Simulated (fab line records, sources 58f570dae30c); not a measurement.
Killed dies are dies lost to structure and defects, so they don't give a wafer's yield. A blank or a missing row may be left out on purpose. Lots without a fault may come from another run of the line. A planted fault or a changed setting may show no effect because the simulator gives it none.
fab line records | flow berkeley_cmos170
record lots=5 wafers=23
route steps=331 shown BACKSIDE@201 SDANNEAL@205 NSD@207 NLDD@209 SILICIDE@211 CONTACT@217 M1@245 M2@276
start_h: hours from the record's first day to the start of the lot's first wafer shown | wait_h: hours since the lot's step before | " the same as in the row above | L1.1+2: a row that stands for several wafers | - no value, or no start given | * or withheld: withheld | < > ~ a bound
route shown NAME@n: a module of which the file shows steps, and the number in the route of the first | usual: mean/standard deviation of fault-free wafers | same: alike in all rows | chamber/n: place in a boat | sites: the reading at each site | _std_site: their standard deviation | _edge_site: outer sites' mean less inner sites' | radius_mm: how far each site lies from the wafer's centre | mask NAME#n: copy n | behind: the tool/chamber that last shaped the wafer | hold: why the lot was held/for how many hours/how that ended | device: the transistor (n, p or np) that didn't switch | end of line: the same wafers' tests at the end of the route | a step without rows: its recipe alone | killed: dies lost to structure and defects at the first sort, not the wafer's yield | map: a wafer's dies, x killed, . not, _ none there
set.NAME: the setting as run; set.NAME@STEP: as run at that earlier step | model.NAME: the simulator's own value behind a step, which no gauge read
lots whose settings were changed on purpose; a table a step, a row a wafer
## steps
# step UCB170_BACKSIDE_SOFTBAKE_02
# recipe resist=KrF temp_c=130 time_s=60
# columns lot.wafer tool chamber start_h wait_h set.temp_c
L077.2+3 litho_track-02 0 159.18 0.1 130
L077.4+5+6 " 0 " " 132.4
L079.1+2+3+5+6 litho_track-02 0 165.95 0.1 130
L080.1+5+6 litho_track-03 0 166.79 0.1 130
L085.1+6 litho_track-04 0 192.65 0.1 126.2
L085.2+4+5 " 0 " " 130
L083.1+4+5 litho_track-03 0 192.96 0.1 131.9
L083.2+6 " 0 " " 130
# step UCB170_BACKSIDE_STRIP_03
# recipe chemistry=O2 power_w=400 pressure_mtorr=3500 platen_temp_c=withheld o2_flow_sccm=400 overash_fraction=0.5
# step UCB170_BACKSIDE_CLEAN_04
# recipe chemistry=SPM temp_c=120 time_s=600
# step UCB170_SDANNEAL_RTA_01
# recipe temp_c=1050 time_s=5 ambient=N2
# step UCB170_SDANNEAL_RS_MEAS_03
# recipe thk_meas_gauge=four-point-probe
# usual NSD_RS=37.26/0.11
# columns lot.wafer tool chamber start_h wait_h set.dose_cm2@NSD_IMPLANT_08 NSD_RS[ohm/sq]
L077.2 film_metro-02 - 161.37 0.1 2.821e+15 38.23
L077.3 " - " " 3e+15 37.28
L077.4 " - " " 2.821e+15 38.33
L077.5 " - " " 3e+15 37.22
L077.6 " - " " 2.821e+15 38.24
L079.1 film_metro-04 - 166.64 0.1 3e+15 37.18
L079.2 " - " " 3e+15 37.25
L079.3 " - " " 3e+15 37.16
L079.5 " - " " 3e+15 37.22
L079.6 " - " " 3e+15 37.20
L080.1 film_metro-04 - 167.46 0.1 3e+15 37.13
L080.5 " - " " 3e+15 37.12
L080.6 " - " " 3e+15 37.17
L085.1 film_metro-02 - 193.32 0.1 3.086e+15 36.83
L085.2 " - " " 3e+15 37.32
L085.4 " - " " 3.086e+15 36.81
L085.5 " - " " 3e+15 37.31
L085.6 " - " " 3e+15 37.31
L083.1 film_metro-03 - 193.65 0.1 3e+15 37.55
L083.2 " - " " 3e+15 37.41
L083.4 " - " " 3.19e+15 36.34
L083.5 " - " " 3e+15 37.49
L083.6 " - " " 3.19e+15 36.45
# step UCB170_SDANNEAL_RS_MEAS_05
# recipe thk_meas_gauge=four-point-probe
# usual NLDD_RS=616.0/1.6
# columns lot.wafer tool chamber start_h wait_h set.dose_cm2@NLDD_IMPLANT_08 NLDD_RS[ohm/sq]
L077.2 film_metro-02 - 161.61 0.1 5e+13 615.0
L077.3 " - " " 5e+13 616.1
L077.4 " - " " 5e+13 615.0
L077.5 " - " " 5e+13 614.3
L077.6 " - " " 5e+13 613.4
L079.1 film_metro-04 - 166.88 0.1 5e+13 617.3
L079.2 " - " " 5.358e+13 603.7
L079.3 " - " " 5.358e+13 601.6
L079.5 " - " " 5e+13 617.1
L079.6 " - " " 5e+13 617.8
L080.1 film_metro-04 - 167.70 0.1 5e+13 613.5
L080.5 " - " " 5e+13 615.5
L080.6 " - " " 5e+13 614.4
L085.1 film_metro-02 - 193.56 0.1 5e+13 618.5
L085.2 " - " " 5.221e+13 610.1
L085.4 " - " " 5e+13 616.9
L085.5 " - " " 5.221e+13 608.3
L085.6 " - " " 5e+13 616.0
L083.1 film_metro-03 - 193.89 0.1 5e+13 618.6
L083.2 " - " " 5.206e+13 608.7
L083.4 " - " " 5e+13 617.7
L083.5 " - " " 5.206e+13 608.5
L083.6 " - " " 5e+13 618.0
# step UCB170_SILICIDE_SPUTTER_01
# recipe material=Ti target_thk_nm=30 time_s=25 power_w=1500 chamber_pressure_pa=0.5
# columns lot.wafer tool chamber start_h wait_h set.power_w model.Ti_of_SILICIDE_SPUTTER_01.thk_nm
L077.2 pvd_sputter-04 - 161.78 0.0 1500 29.83
L077.3 " - " " 1500 30.29
L077.4 " - " " 1500 30.64
L077.5 " - " " 1500 29.62
L077.6 " - " " 1500 30.47
L079.1 pvd_sputter-02 - 167.06 0.0 1548 31.15
L079.2 " - " " 1500 30.38
L079.3 " - " " 1548 30.82
L079.5 " - " " 1500 30.11
L079.6 " - " " 1500 30.32
L080.1 pvd_sputter-01 - 167.89 0.0 1500 28.99
L080.5 " - " " 1500 29.51
L080.6 " - " " 1500 29.85
L085.1 pvd_sputter-04 - 193.75 0.0 1500 29.86
L085.2 " - " " 1346 27.49
L085.4 " - " " 1500 30.21
L085.5 " - " " 1500 30.52
L085.6 " - " " 1346 27.82
L083.1 pvd_sputter-01 - 194.08 0.0 1608 31.3
L083.2 " - " " 1500 29.58
L083.4 " - " " 1500 29.74
L083.5 " - " " 1500 29.22
L083.6 " - " " 1608 31.85
# step UCB170_SILICIDE_RS_MEAS_02
# recipe thk_meas_gauge=four-point-probe reads=Ti_of_SILICIDE_SPUTTER_01
# usual SILICIDE_TI_RS=26.0/0.51
# columns lot.wafer tool chamber start_h wait_h set.power_w@SILICIDE_SPUTTER_01 SILICIDE_TI_RS[ohm/sq]
L077.2 film_metro-01 - 161.83 0.0 1500 26.3
L077.3 " - " " 1500 25.8
L077.4 " - " " 1500 25.4
L077.5 " - " " 1500 26.5
L077.6 " - " " 1500 25.6
L079.1 film_metro-01 - 167.09 0.0 1548 25.0
L079.2 " - " " 1500 25.7
L079.3 " - " " 1548 25.3
L079.5 " - " " 1500 26.0
L079.6 " - " " 1500 25.8
L080.1 film_metro-02 - 167.92 0.0 1500 27.2
L080.5 " - " " 1500 26.6
L080.6 " - " " 1500 26.3
L085.1 film_metro-01 - 193.78 0.0 1500 26.2
L085.2 " - " " 1346 29.0
L085.4 " - " " 1500 25.9
L085.5 " - " " 1500 25.6
L085.6 " - " " 1346 28.5
L083.1 film_metro-01 - 194.11 0.0 1608 24.8
L083.2 " - " " 1500 26.6
L083.4 " - " " 1500 26.4
L083.5 " - " " 1500 26.9
L083.6 " - " " 1608 24.3
# step UCB170_SILICIDE_THK_MEAS_03
# recipe thk_meas_gauge=xrf reads=Ti_of_SILICIDE_SPUTTER_01
# usual SILICIDE_TI_THK=29.6/0.48
# columns lot.wafer tool chamber start_h wait_h set.power_w@SILICIDE_SPUTTER_01 SILICIDE_TI_THK[nm]
L077.2 film_metro-01 - 161.94 0.1 1500 29.4
L077.3 " - " " 1500 29.8
L077.4 " - " " 1500 30.1
L077.5 " - " " 1500 29.3
L077.6 " - " " 1500 30.0
L079.1 film_metro-01 - 167.21 0.1 1548 30.8
L079.2 " - " " 1500 29.9
L079.3 " - " " 1548 30.4
L079.5 " - " " 1500 29.6
L079.6 " - " " 1500 30.0
L080.1 film_metro-02 - 168.04 0.1 1500 28.4
L080.5 " - " " 1500 28.8
L080.6 " - " " 1500 29.1
L085.1 film_metro-01 - 193.90 0.1 1500 29.5
L085.2 " - " " 1346 27.1
L085.4 " - " " 1500 29.9
L085.5 " - " " 1500 30.2
L085.6 " - " " 1346 27.4
L083.1 film_metro-01 - 194.23 0.1 1608 30.8
L083.2 " - " " 1500 29.2
L083.4 " - " " 1500 29.3
L083.5 " - " " 1500 28.9
L083.6 " - " " 1608 31.4
# step UCB170_CONTACT_CVD_01
# recipe material=PSG target_thk_nm=700 temp_c=450 precursor=SiH4/O2/PH3 time_s=2820 pressure_mtorr=300 sih4_flow_sccm=60 o2_flow_sccm=90 ph3_flow_sccm=25
# columns lot.wafer tool chamber start_h wait_h set.pressure_mtorr model.PSG_of_CONTACT_CVD_01.thk_nm
L077.2 - - - 0.2 300 705.4
L077.3 " - " " 300 702
L077.4 " - " " 300 705.6
L077.5 " - " " 300 699.5
L077.6 " - " " 300 700.6
L079.1 - - - 0.0 281.2 665.1
L079.2 " - " " 281.2 667.1
L079.3 " - " " 281.2 660.8
L079.5 " - " " 281.2 659.1
L079.6 " - " " 281.2 668.9
L080.1 lpcvd-01 0 169.74 1.1 300 684.7
L080.5 " 0 " " 300 688.5
L080.6 " 0 " " 300 691.9
L085.1 - - - 0.0 285 683.4
L085.2 " - " " 285 681.9
L085.4 " - " " 285 681.8
L085.5 " - " " 285 684.7
L085.6 " - " " 285 680
L083.1 - - - 0.0 341.8 749.2
L083.2 " - " " 341.8 749.3
L083.4 " - " " 341.8 747.9
L083.5 " - " " 341.8 745.8
L083.6 " - " " 341.8 748.4
# step UCB170_CONTACT_THK_MEAS_02
# recipe reads=PSG_of_CONTACT_CVD_01
# usual CONTACT_PSG_THK=699/7.2
# columns lot.wafer tool chamber start_h wait_h set.pressure_mtorr@CONTACT_CVD_01 CONTACT_PSG_THK[nm]
L077.2 film_metro-01 - - - 300 705
L077.3 " - " " 300 702
L077.4 " - " " 300 705
L077.5 " - " " 300 699
L077.6 " - " " 300 700
L079.1 film_metro-03 - - - 281.2 666
L079.2 " - " " 281.2 667
L079.3 " - " " 281.2 661
L079.5 " - " " 281.2 659
L079.6 " - " " 281.2 669
L080.1 film_metro-01 - 171.53 0.0 300 685
L080.5 " - " " 300 689
L080.6 " - " " 300 692
L085.1 film_metro-01 - - - 285 683
L085.2 " - " " 285 682
L085.4 " - " " 285 682
L085.5 " - " " 285 685
L085.6 " - " " 285 681
L083.1 film_metro-01 - - - 341.8 749
L083.2 " - " " 341.8 749
L083.4 " - " " 341.8 747
L083.5 " - " " 341.8 746
L083.6 " - " " 341.8 748
# step UCB170_M1_PEB_07
# recipe peb_temp_c=130 peb_time_s=withheld resist=KrF
# columns lot.wafer tool chamber start_h wait_h set.peb_temp_c
L077.2+3+6 litho_track-04 0 169.11 0.1 128.5
L077.4+5 " 0 " " 130
L079.1+6 litho_track-03 0 173.05 0.1 132.3
L079.2+3+5 " 0 " " 130
L080.1+5+6 litho_track-01 0 178.36 0.6 130
L085.1+2 litho_track-01 0 200.34 0.1 130
L085.4+5+6 " 0 " " 128.1
L083.1+2+6 litho_track-01 0 201.07 0.6 130
L083.4+5 " 0 " " 131.8
# step UCB170_M1_DEVELOP_08
# recipe developer=TMAH develop_time_s=45 resist=KrF dev_temp_c=21
# step UCB170_M1_CD_MEAS_09
# recipe target_cd_nm=700
# usual cd_nm=700.1/1.9
# columns lot.wafer tool chamber start_h wait_h set.peb_temp_c@M1_PEB_07 cd_nm
L077.2 cd_sem-01 - 169.38 - 128.5 709.5
L077.3 " - " " 128.5 710.5
L077.4 " - " " 130 699.7
L077.5 " - " " 130 698.0
L077.6 " - " " 128.5 709.6
L079.1 cd_sem-01 - 173.32 - 132.3 687.1
L079.2 " - " " 130 699.5
L079.3 " - " " 130 700.5
L079.5 " - " " 130 699.9
L079.6 " - " " 132.3 686.8
L080.1 cd_sem-01 - 178.63 - 130 697.0
L080.5 " - " " 130 697.6
L080.6 " - " " 130 698.6
L085.1 cd_sem-02 - 200.62 - 130 699.2
L085.2 " - " " 130 700.4
L085.4 " - " " 128.1 712.2
L085.5 " - " " 128.1 713.6
L085.6 " - " " 128.1 712.0
L083.1 cd_sem-02 - 201.34 - 130 702.1
L083.2 " - " " 130 701.4
L083.4 " - " " 131.8 690.4
L083.5 " - " " 131.8 691.0
L083.6 " - " " 130 701.3
# step UCB170_M1_ETCH_11
# recipe chemistry=N2/H2 target_depth_a=withheld overetch_a=withheld target=BARC time_s=withheld source_w=500 bias_w=100 pressure_mtorr=30 n2_flow_sccm=100 h2_flow_sccm=200
# columns lot.wafer tool chamber start_h wait_h set.peb_temp_c@M1_PEB_07 model.M1.cd_nm
L077.2 rie_diel-04 2 169.52 0.0 128.5 710.2
L077.3 " 0 " " 128.5 710.6
L077.4 " 3 " " 130 700.2
L077.5 " 0 " " 130 698
L077.6 " 3 " " 128.5 709.3
L079.1 rie_diel-04 3 173.48 0.0 132.3 686.9
L079.2 " 1 " " 130 699.3
L079.3 " 2 " " 130 701
L079.5 " 1 " " 130 700.2
L079.6 " 2 " " 132.3 686.7
L080.1 rie_diel-02 1 178.79 0.0 130 697.2
L080.5 " 1 " " 130 697.8
L080.6 " 0 " " 130 698.6
L085.1 rie_diel-03 3 200.77 0.0 130 699.9
L085.2 " 1 " " 130 701
L085.4 " 0 " " 128.1 710.9
L085.5 " 1 " " 128.1 714.5
L085.6 " 0 " " 128.1 710.6
L083.1 rie_diel-04 2 201.50 0.0 130 702.4
L083.2 " 0 " " 130 701.3
L083.4 " 3 " " 131.8 689.6
L083.5 " 3 " " 131.8 690.2
L083.6 " 0 " " 130 701.9
# step UCB170_M1_METAL_ETCH_12
# recipe chemistry=Cl2/BCl3 target=Al stop_on=PSG pressure_mtorr=12 target_depth_a=7800 over_etch_frac=0.3 time_s=130 icp_w=600 bias_w=120 Cl2_flow_sccm=90 bcl3_flow_sccm=45
# columns lot.wafer tool chamber start_h wait_h set.icp_w set.pressure_mtorr@CONTACT_CVD_01 set.peb_temp_c@M1_PEB_07 model.KrF_of_M1_COAT_04.thk_nm model.PSG_of_CONTACT_CVD_01.thk_nm model.M1.cd_nm
L077.2 rie_metal-03 0 169.56 - 649.4 300 128.5 419.4 666.2 710.9
L077.3 " 1 " " 600 300 128.5 444.9 665.6 709.8
L077.4 " 0 " " 649.4 300 130 421.8 666.4 701.4
L077.5 " 0 " " 649.4 300 130 426.4 660.4 698.8
L077.6 " 1 " " 600 300 128.5 451.4 664.1 708
L079.1 rie_metal-01 0 173.52 - 550.4 281.2 132.3 478.7 630.5 692
L079.2 " 1 " " 600 281.2 130 444.5 630.2 698.7
L079.3 " 0 " " 550.4 281.2 130 479.1 626.3 707.4
L079.5 " 1 " " 550.4 281.2 130 476.9 624.5 702.8
L079.6 " 0 " " 600 281.2 132.3 443.1 631.7 690.4
L080.1 rie_metal-03 1 178.83 - 600 300 130 447.1 648.3 695
L080.5 " 0 " " 600 300 130 456.8 652.3 699.6
L080.6 " 1 " " 600 300 130 447.8 655.4 695.6
L085.1 rie_metal-01 1 200.82 - 647.3 285 130 409.3 643 692.6
L085.2 " 0 " " 600 285 130 441 644.6 701.7
L085.4 " 0 " " 600 285 128.1 440 644.6 712.9
L085.5 " 1 " " 647.3 285 128.1 405.8 644.3 710.6
L085.6 " 0 " " 600 285 128.1 443.7 642.8 711.4
L083.1 rie_metal-03 1 201.54 - 624.3 341.8 130 425.6 710.4 700.8
L083.2 " 0 " " 600 341.8 130 454.4 713 703.2
L083.4 " 1 " " 624.3 341.8 131.8 425.9 709.1 686.3
L083.5 " 0 " " 600 341.8 131.8 455.2 709.6 691.4
L083.6 " 1 " " 624.3 341.8 130 426.8 709.6 701.1
# step UCB170_M1_STRIP_13
# recipe chemistry=O2 power_w=400 pressure_mtorr=3500 platen_temp_c=withheld o2_flow_sccm=400 overash_fraction=0.5
# step UCB170_M1_CD_MEAS_90
# recipe target_cd_nm=700
# usual cd_nm=701/3.2
# columns lot.wafer tool chamber start_h wait_h set.peb_temp_c@M1_PEB_07 cd_nm
L077.2 cd_sem-02 - 169.82 0.1 128.5 711
L077.3 " - " " 128.5 710
L077.4 " - " " 130 701
L077.5 " - " " 130 699
L077.6 " - " " 128.5 708
L079.1 cd_sem-01 - 173.75 0.1 132.3 692
L079.2 " - " " 130 699
L079.3 " - " " 130 708
L079.5 " - " " 130 703
L079.6 " - " " 132.3 691
L080.1 cd_sem-02 - 179.12 0.1 130 695
L080.5 " - " " 130 700
L080.6 " - " " 130 696
L085.1 cd_sem-02 - 201.05 0.1 130 693
L085.2 " - " " 130 701
L085.4 " - " " 128.1 713
L085.5 " - " " 128.1 711
L085.6 " - " " 128.1 711
L083.1 cd_sem-02 - 201.77 0.1 130 701
L083.2 " - " " 130 703
L083.4 " - " " 131.8 686
L083.5 " - " " 131.8 691
L083.6 " - " " 130 701
# step UCB170_M2_COAT_05
# recipe resist=KrF spin_rpm=1500 resist_thk_nm=900
# columns lot.wafer tool chamber start_h wait_h set.resist_thk_nm model.KrF_of_M2_COAT_05.thk_nm
L077.2 litho_track-04 0 179.08 0.1 900 903.3
L077.3 " 0 " " 900 899.7
L077.4 " 0 " " 872.1 873.3
L077.5 " 0 " " 900 901.8
L077.6 " 0 " " 872.1 874.9
L079.1 litho_track-04 0 181.85 0.1 879.3 878.9
L079.2 " 0 " " 879.3 881.1
L079.3 " 0 " " 900 900.5
L079.5 " 0 " " 879.3 879.3
L079.6 " 0 " " 900 900.9
L080.1 litho_track-04 0 187.89 0.1 900 901.6
L080.5 " 0 " " 900 902.7
L080.6 " 0 " " 900 902.5
L085.1 litho_track-03 0 206.66 0.1 900 903.5
L085.2 " 0 " " 900 900.3
L085.4 " 0 " " 900 902.6
L085.5 " 0 " " 900 901.9
L085.6 " 0 " " 900 903.9
L083.1 litho_track-03 0 207.17 0.1 937.7 931.7
L083.2 " 0 " " 937.7 933.2
L083.4 " 0 " " 900 899.1
L083.5 " 0 " " 900 897.7
L083.6 " 0 " " 900 898.3
# step UCB170_M2_SOFTBAKE_06
# recipe resist=KrF temp_c=130 time_s=60
# step UCB170_M2_STRIP_07
# recipe chemistry=O2 power_w=400 pressure_mtorr=3500 platen_temp_c=withheld o2_flow_sccm=400 overash_fraction=0.5
# usual strip_time_to_endpoint_s=22.00/0.051
# columns lot.wafer tool chamber start_h wait_h set.resist_thk_nm@M2_COAT_05 strip_time_to_endpoint_s
L077.2 plasma_asher-01 0 179.36 0.1 900 22.05
L077.3 " 0 " " 900 21.98
L077.4 " 1 " " 872.1 21.33
L077.5 " 1 " " 900 22.00
L077.6 " 0 " " 872.1 21.37
L079.1 plasma_asher-02 0 182.15 0.1 879.3 21.46
L079.2 " 1 " " 879.3 21.50
L079.3 " 1 " " 900 21.98
L079.5 " 1 " " 879.3 21.47
L079.6 " 0 " " 900 21.99
L080.1 plasma_asher-02 1 188.19 0.1 900 21.99
L080.5 " 1 " " 900 22.03
L080.6 " 0 " " 900 22.01
L085.1 plasma_asher-03 0 206.96 0.1 900 22.06
L085.2 " 1 " " 900 21.98
L085.4 " 0 " " 900 22.04
L085.5 " 0 " " 900 22.00
L085.6 " 1 " " 900 22.06
L083.1 plasma_asher-02 0 207.47 0.1 937.7 22.71
L083.2 " 1 " " 937.7 22.75
L083.4 " 0 " " 900 21.95
L083.5 " 0 " " 900 21.92
L083.6 " 1 " " 900 21.91
## key
split step=UCB170_BACKSIDE_SOFTBAKE_02 setting=temp_c stated=130 by=wafer
response none clear
split step=UCB170_SILICIDE_SPUTTER_01 setting=power_w stated=1500 by=wafer
response step=UCB170_SILICIDE_SPUTTER_01 reading=model.Ti_of_SILICIDE_SPUTTER_01.thk_nm change=+0.258 per=1% r=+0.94
response step=UCB170_SILICIDE_RS_MEAS_02 reading=SILICIDE_TI_RS change=-0.276 per=1% r=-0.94
response step=UCB170_SILICIDE_THK_MEAS_03 reading=SILICIDE_TI_THK change=+0.257 per=1% r=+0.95
split step=UCB170_CONTACT_CVD_01 setting=pressure_mtorr stated=300 by=lot
response step=UCB170_CONTACT_CVD_01 reading=model.PSG_of_CONTACT_CVD_01.thk_nm change=+3.85 per=1% r=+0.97
response step=UCB170_CONTACT_THK_MEAS_02 reading=CONTACT_PSG_THK change=+3.82 per=1% r=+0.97
response step=UCB170_M1_METAL_ETCH_12 reading=model.PSG_of_CONTACT_CVD_01.thk_nm change=+3.8 per=1% r=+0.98
split step=UCB170_M1_PEB_07 setting=peb_temp_c stated=130 by=wafer
response step=UCB170_M1_CD_MEAS_09 reading=cd_nm change=-8.18 per=1% r=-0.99
response step=UCB170_M1_ETCH_11 reading=model.M1.cd_nm change=-8.19 per=1% r=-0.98
response step=UCB170_M1_METAL_ETCH_12 reading=model.M1.cd_nm change=-8.31 per=1% r=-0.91
response step=UCB170_M1_CD_MEAS_90 reading=cd_nm change=-8.32 per=1% r=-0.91
split step=UCB170_M1_METAL_ETCH_12 setting=icp_w stated=600 by=wafer
response step=UCB170_M1_METAL_ETCH_12 reading=model.KrF_of_M1_COAT_04.thk_nm change=-4.1 per=1% r=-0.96
split step=UCB170_M2_COAT_05 setting=resist_thk_nm stated=900 by=wafer
response step=UCB170_M2_COAT_05 reading=model.KrF_of_M2_COAT_05.thk_nm change=+8.51 per=1% r=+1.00
response step=UCB170_M2_STRIP_07 reading=strip_time_to_endpoint_s change=* per=1% r=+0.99
split outside_this_file step=UCB170_NLDD_IMPLANT_08 setting=dose_cm2
split outside_this_file step=UCB170_NSD_IMPLANT_08 setting=dose_cm2
# split outside_this_file: this setting was split too, and the file shows its column; the key of that split is in another file
